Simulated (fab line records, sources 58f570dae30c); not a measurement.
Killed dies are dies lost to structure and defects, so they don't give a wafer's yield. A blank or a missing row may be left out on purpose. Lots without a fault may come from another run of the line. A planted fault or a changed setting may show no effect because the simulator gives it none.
One fault seen from 2 desks | flow berkeley_cmos170 | each desk has only its own numbers; what lay behind them comes last

THE METROLOGY DESK
What the gauges read, lot by lot, whatever tool the lot ran on: means of the sampled wafers that have a number. A lot is out of limits, marked OUT, if its mean lies more than 4 standard deviations from the usual mean; the brackets give that distance.
Columns: A = PLDD_TW at UCB170_PLDD_TW_MEAS_11, usual 1021
lot  | first seen here | A
L665 | day 7 01:20     | 1025
L666 | day 7 17:04     | 1025
L668 | day 8 07:59     | 1027
L672 | day 8 16:05     | 1023
L674 | day 8 22:12     | 1021
L673 | day 8 22:29     | 1024
L677 | day 9 22:05     | 1015
L680 | day 10 15:04    | 1023
L681 | day 10 15:19    | 1038 (+4.0) OUT
L682 | day 11 02:48    | 1032
L684 | day 11 18:52    | 1021
L687 | day 11 19:18    | 1015
L686 | day 11 21:59    | 1017
L688 | day 12 15:44    | 1024
This desk's finding: out of limits on L681; first on L681, day 10 15:19 (PLDD_TW at UCB170_PLDD_TW_MEAS_11). In limits: L665, L666, L668, L672, L674, L673, L677, L680, L682, L684, L687, L686, L688.

THE TOOL OWNER'S DESK: implanter-04
The tool's own readings at UCB170_PLDD_IMPLANT_09: means of the sampled wafers that have a number, for each lot that ran on this tool. A lot is out of limits, marked OUT, if its mean lies more than 4 standard deviations from the usual mean; the brackets give that distance.
Columns: A = beam_energy_keV at UCB170_PLDD_IMPLANT_09, usual 10.000
lot  | first seen here | A
L665 | day 7 01:05     | 10.009
L668 | day 8 07:45     | 10.000
L674 | day 8 21:57     | 9.997
L681 | day 10 15:05    | 10.878 (+99 or more) OUT
L682 | day 11 02:35    | 10.882 (+99 or more) OUT
This desk's finding: out of limits on L681, L682; first on L681, day 10 15:05 (beam_energy_keV at UCB170_PLDD_IMPLANT_09). In limits: L665, L668, L674.

PUT TOGETHER
The tool owner's desk could have raised an alarm at day 10 15:05, on L681, L682.
The metrology desk could have raised an alarm at day 10 15:19, on L681.
The metrology desk has L682 on record, within its limits.
Of the lots named, all ran UCB170_PLDD_IMPLANT_09 on implanter-04.

WHAT THE SIMULATOR HAD PUT IN
Process parameter drift: implanter-04, from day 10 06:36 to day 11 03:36, at UCB170_PLDD_IMPLANT_09. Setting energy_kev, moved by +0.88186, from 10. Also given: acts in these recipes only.
Lots struck among those shown: L681, L682.
Hours from the fault's start to each desk's first reading out of limits: the tool owner's desk, 8; the metrology desk, 9.
